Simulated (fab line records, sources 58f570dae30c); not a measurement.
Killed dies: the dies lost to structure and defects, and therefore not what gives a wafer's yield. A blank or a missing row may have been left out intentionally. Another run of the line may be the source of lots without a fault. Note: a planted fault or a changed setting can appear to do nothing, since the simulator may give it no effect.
Which tool is to blame? | flow berkeley-cmos170 | 21 wafers from 7 lots sampled at 2 of the route's 331 steps

WHAT THE GAUGES READ, wafer by wafer
UCB170_M2_THK_MEAS_03: measures by xrf.
lot  | measured     | on            | M2_AL_THK (nm)
L499 | day 7 06:35  | film-metro-04 | 900 893 884
L501 | day 7 22:21  | film-metro-04 | 893 905 916
L503 | day 8 13:01  | film-metro-02 | 887 896 894
L506 | day 9 13:29  | film-metro-02 | 926 922 912
L507 | day 9 13:50  | film-metro-04 | 914 925 914
L511 | day 10 12:23 | film-metro-02 | 898 915 918
L517 | day 11 16:43 | film-metro-02 | 908 917 902

WHICH TOOL RAN EACH LOT (tool, then ch and the chambers of the sampled wafers, then the start)
lot  | UCB170_M2_SPUTTER_01
L499 | pvd-sputter-01, day 7 06:16
L501 | pvd-sputter-01, day 7 22:09
L503 | pvd-sputter-01, day 8 12:49
L506 | pvd-sputter-01, day 9 13:17
L507 | pvd-sputter-03, day 9 13:37
L511 | pvd-sputter-03, day 10 12:09
L517 | pvd-sputter-03, day 11 16:30
- UCB170_M2_SPUTTER_01: material Al, target thk 900 nm, time 120 s.

THE ANSWER, worked out from the rows above alone
Rule: usual is defined by the lots themselves. The widest of any qualifying gaps counts: lots, ordered by their means at a reading, are off when they make up no more than a third of the lots, leave a main group of 4 or more, and stand apart from it by 3 or more times the standard deviation of that group's means. The tables above print the reading to a certain number of digits; a main group whose means all agree to those digits is not used. A lot without any number at a reading at which 4 lots or more have one is off too. Any other lot the step has rows for is counted as sound.
None of the lots is off at any reading shown; this tells nothing.

WHAT THE SIMULATOR PUT IN
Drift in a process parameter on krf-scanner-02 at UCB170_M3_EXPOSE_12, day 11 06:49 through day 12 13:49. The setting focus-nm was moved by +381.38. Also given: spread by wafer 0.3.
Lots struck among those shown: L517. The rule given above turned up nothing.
